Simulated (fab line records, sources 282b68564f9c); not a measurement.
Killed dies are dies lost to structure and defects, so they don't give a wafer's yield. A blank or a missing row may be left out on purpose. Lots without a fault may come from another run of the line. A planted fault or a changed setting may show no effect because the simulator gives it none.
Which tool did it? | flow rit_cmos | 14 lots, 42 wafers sampled, at 4 steps of a route of 202

WHAT THE GAUGES READ, wafer by wafer
RIT_ACTIVE_CD_MEAS_11: target cd 1400 nm.
lot  | measured    | on        | cd_nm (nm)
L540 | day 1 15:38 | cd_sem-01 | 1399.1 1399.4 1400.3
L541 | day 1 20:19 | cd_sem-01 | 1402.2 1402.0 1401.7
L542 | day 2 00:43 | cd_sem-01 | 1403.2 1401.8 1403.4
L543 | day 2 07:00 | cd_sem-01 | 1399.6 1400.2 1400.8
L544 | day 2 12:05 | cd_sem-01 | 1403.5 1401.8 1402.9
L545 | day 2 16:36 | cd_sem-01 | 1401.4 1401.9 1400.6
L546 | day 2 21:32 | cd_sem-01 | 1399.2 1400.3 1398.8
L547 | day 3 01:53 | cd_sem-01 | 1399.2 1399.8 1397.3
L550 | day 3 16:58 | cd_sem-01 | 1399.2 1398.8 1399.6
L555 | day 4 17:53 | cd_sem-02 | 1393.8 1387.1 1390.9
L556 | day 4 22:29 | cd_sem-02 | 1386.8 1383.9 1398.2
L559 | day 5 14:28 | cd_sem-01 | 1401.2 1398.2 1398.1
L560 | day 5 18:26 | cd_sem-02 | 1397.7 1397.6 1398.9
L563 | day 6 10:12 | cd_sem-01 | 1402.0 1401.8 1403.7

RIT_FOX1_THK_MEAS_01.
lot  | measured    | on            | FOX1_OXIDE_THK (nm)
L540 | day 1 19:17 | film_metro-04 | 360 350 355
L541 | day 1 22:42 | film_metro-02 | 347 358 348
L542 | day 2 05:49 | film_metro-02 | 355 347 353
L543 | day 2 09:43 | film_metro-02 | 353 357 358
L544 | day 2 15:32 | film_metro-01 | 355 351 355
L545 | day 2 20:44 | film_metro-01 | 349 356 353
L546 | day 3 00:38 | film_metro-04 | 361 355 362
L547 | day 3 04:30 | film_metro-02 | 354 347 347
L550 | day 3 19:22 | film_metro-04 | 349 348 350
L555 | day 4 20:16 | film_metro-02 | 353 350 349
L556 | day 5 02:03 | film_metro-04 | 354 359 360
L559 | day 5 16:59 | film_metro-02 | 351 355 348
L560 | day 5 22:19 | film_metro-01 | 349 358 356
L563 | day 6 12:38 | film_metro-01 | 353 355 347

RIT_PSD_OVL_MEAS_06.
lot  | measured    | on         | PSD_OVL (nm)
L540 | day 3 05:25 | overlay-02 | 0.0 -0.6 1.1
L541 | day 3 11:19 | overlay-01 | -1.8 -3.0 -1.6
L542 | day 3 15:46 | overlay-02 | -0.1 1.0 2.5
L543 | day 3 17:31 | overlay-01 | -1.4 -2.0 -1.1
L544 | day 4 01:20 | overlay-02 | 0.9 -0.7 -1.2
L545 | day 4 05:50 | overlay-02 | -1.6 0.1 0.1
L546 | day 4 08:56 | overlay-02 | 1.0 1.6 3.2
L547 | day 4 12:15 | overlay-02 | -1.8 0.6 -1.0
L550 | day 5 06:53 | overlay-01 | -2.4 -2.9 -3.7
L555 | day 6 05:09 | overlay-02 | 0.9 0.4 0.6
L556 | day 6 13:42 | overlay-02 | -0.8 0.1 0.5
L559 | day 7 03:18 | overlay-01 | -0.3 -0.7 0.7
L560 | day 7 09:48 | overlay-01 | 0.1 0.5 -1.2
L563 | day 7 21:02 | overlay-01 | -0.1 -0.6 1.1

WHICH TOOL RAN EACH LOT (tool, then ch and the chambers of the sampled wafers, then the start)
lot  | RIT_ACTIVE_EXPOSE_08
L540 | iline_stepper-02 ch 0, day 1 15:14
L541 | iline_stepper-02 ch 0, day 1 19:54
L542 | iline_stepper-01 ch 0, day 2 00:15
L543 | iline_stepper-02 ch 0, day 2 06:36
L544 | iline_stepper-01 ch 0, day 2 11:41
L545 | iline_stepper-01 ch 0, day 2 16:12
L546 | iline_stepper-02 ch 0, day 2 21:08
L547 | iline_stepper-02 ch 0, day 3 01:29
L550 | iline_stepper-01 ch 0, day 3 16:34
L555 | iline_stepper-02 ch 0, day 4 17:22
L556 | iline_stepper-02 ch 0, day 4 22:05
L559 | iline_stepper-01 ch 0, day 5 14:04
L560 | iline_stepper-01 ch 0, day 5 18:02
L563 | iline_stepper-01 ch 0, day 6 09:48
- RIT_ACTIVE_EXPOSE_08: exposes mask M1, target cd 1400 nm.

WHAT THE TOOLS THEMSELVES READ (means of the sampled wafers that have a number; where no wafer has one, the mark that the record gives instead)
RIT_ACTIVE_EXPOSE_08.
lot  | tool             | exposure_dose_mJ_cm2 | focus_offset_nm (nm)
L540 | iline_stepper-02 | 224.78               | 0.2
L541 | iline_stepper-02 | 224.98               | -0.3
L542 | iline_stepper-01 | 225.22               | 0.1
L543 | iline_stepper-02 | 225.03               | -0.6
L544 | iline_stepper-01 | 224.77               | 0.3
L545 | iline_stepper-01 | 225.01               | 0.1
L546 | iline_stepper-02 | 225.29               | -0.4
L547 | iline_stepper-02 | 224.72               | 0.3
L550 | iline_stepper-01 | 225.07               | 0.5
L555 | iline_stepper-02 | 222.10               | 0.3
L556 | iline_stepper-02 | 219.75               | 0.5
L559 | iline_stepper-01 | 224.85               | 0.7
L560 | iline_stepper-01 | 224.88               | 0.6
L563 | iline_stepper-01 | 224.97               | 0.1

THE ANSWER, worked out from the rows above alone
Rule: what is usual is taken from the lots themselves. Put in order of their means at a reading, lots are off if they are a third of the lots or fewer, leave a main group of 4 or more, and stand apart from it by a gap of 3 or more times the standard deviation of the main group's means; of several such gaps the widest counts. A main group whose means are all the same, to the digits that the tables above print for the reading, isn't used. A lot without any number at a reading at which 4 lots or more have one is off too. The other lots that the step has rows for count as sound. The gauges are gone through in route order, then the tools' own readings, and for those a lot's mean is taken as printed above. The first step at which some lot is off is used, and at that step the reading that is off furthest; a lot without a number counts as furthest.
Off: L555, L556, at RIT_ACTIVE_CD_MEAS_11 (cd_nm). The main group: mean 1400.5 nm, standard deviation 1.6.
A tool fits if, at a process step before that reading, it ran every lot that is off, and no sound lot after the first of them. The gauges at RIT_ACTIVE_CD_MEAS_11 aren't tried: what is off there is off at RIT_ACTIVE_EXPOSE_08 too, on other tools, and a gauge's error can't cause that. One fits: iline_stepper-02 at RIT_ACTIVE_EXPOSE_08. Its last sound lot is L547 (day 3 01:29), its first lot that is off L555 (day 4 17:22): a fault that began between those two fits.
The tool's own readings at RIT_ACTIVE_EXPOSE_08 bear it out: on the lots that are off they differ by more than 5 times the standard deviation of the sound lots' means. exposure_dose_mJ_cm2 reads 220.93 there against 224.96 on the sound lots.

WHAT THE SIMULATOR HAD PUT IN
Process parameter drift: iline_stepper-02, from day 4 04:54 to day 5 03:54, at RIT_ACTIVE_EXPOSE_08. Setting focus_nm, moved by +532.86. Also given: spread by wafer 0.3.
Lots struck among those shown: L555, L556. The rule above found the same.
